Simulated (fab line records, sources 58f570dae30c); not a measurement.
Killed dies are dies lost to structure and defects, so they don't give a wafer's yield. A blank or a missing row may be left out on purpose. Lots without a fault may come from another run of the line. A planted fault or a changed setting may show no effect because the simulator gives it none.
One fault seen from 2 desks | flow berkeley_cmos170 | each desk has only its own numbers; what lay behind them comes last

THE TOOL OWNER'S DESK: pecvd-01
The tool's own readings at UCB170_SPACER_CVD_00 (deposits SiO2 from TEOS/O2, target thk 376 nm, time 47 s): means of the sampled wafers that have a number, for each lot that ran on this tool. A lot is out of limits, marked OUT, if its mean lies more than 4 standard deviations from the usual mean; the brackets give that distance.
Columns: A = heater_power_w at UCB170_SPACER_CVD_00, usual 255 W
lot  | first seen here | A
L344 | day 6 18:02     | 238
L346 | day 7 16:19     | 268
L349 | day 8 00:31     | 303
L358 | day 10 05:38    | 274
L359 | day 10 09:11    | 268
This desk's finding: nothing out of limits on any of the 5 lots.

THE METROLOGY DESK
What the gauges read, lot by lot, whatever tool the lot ran on: means of the sampled wafers that have a number. A lot is out of limits, marked OUT, if its mean lies more than 4 standard deviations from the usual mean; the brackets give that distance.
Columns: A = FIELD_OXIDE_LEFT_2_THK at UCB170_FIELD_THK_MEAS_91, usual 356 nm; B = GATE_OXIDE_THK at UCB170_GATE_THK_MEAS_02, usual 6.63 nm; C = SPACER_TEOS_THK at UCB170_SPACER_THK_MEAS_01, usual 378 nm
lot  | first seen here | A   | B    | C
L344 | day 5 23:41     | 336 | 6.59 | 374
L346 | day 6 21:56     | 363 | 6.75 | 378
L345 | day 6 22:18     | 346 | 6.76 | 378
L349 | day 7 05:20     | 358 | 6.67 | 376
L348 | day 7 05:33     | 351 | 6.54 | 380
L351 | day 7 13:43     | 344 | 6.60 | 383
L350 | day 7 13:53     | 354 | 6.59 | 382
L358 | day 9 04:31     | 359 | 6.74 | 354 (-5.0) OUT
L357 | day 9 04:37     | 356 | 6.51 | 369
L359 | day 9 18:58     | 343 | 6.64 | 367
L361 | day 10 03:23    | 363 | 6.68 | 381
L362 | day 10 03:35    | 358 | 6.48 | 384
L364 | day 10 12:26    | 362 | 6.79 | 379
L367 | day 11 10:10    | 363 | 6.53 | 378
This desk's finding: out of limits on L358; first on L358, day 10 05:41 (SPACER_TEOS_THK at UCB170_SPACER_THK_MEAS_01). In limits: L344, L346, L345, L349, L348, L351, L350, L357, L359, L361, L362, L364, L367.

PUT TOGETHER
The metrology desk could have raised an alarm at day 10 05:41, on L358.
The tool owner's desk saw nothing out of limits.
The tool owner's desk has L358 on record, within its limits.
Of the lots named, all ran UCB170_SPACER_CVD_00 on pecvd-01.

WHAT THE SIMULATOR HAD PUT IN
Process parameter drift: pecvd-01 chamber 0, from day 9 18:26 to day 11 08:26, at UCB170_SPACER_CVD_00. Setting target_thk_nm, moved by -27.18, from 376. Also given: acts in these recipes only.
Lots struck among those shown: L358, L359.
Hours from the fault's start to each desk's first reading out of limits: the metrology desk, 11.
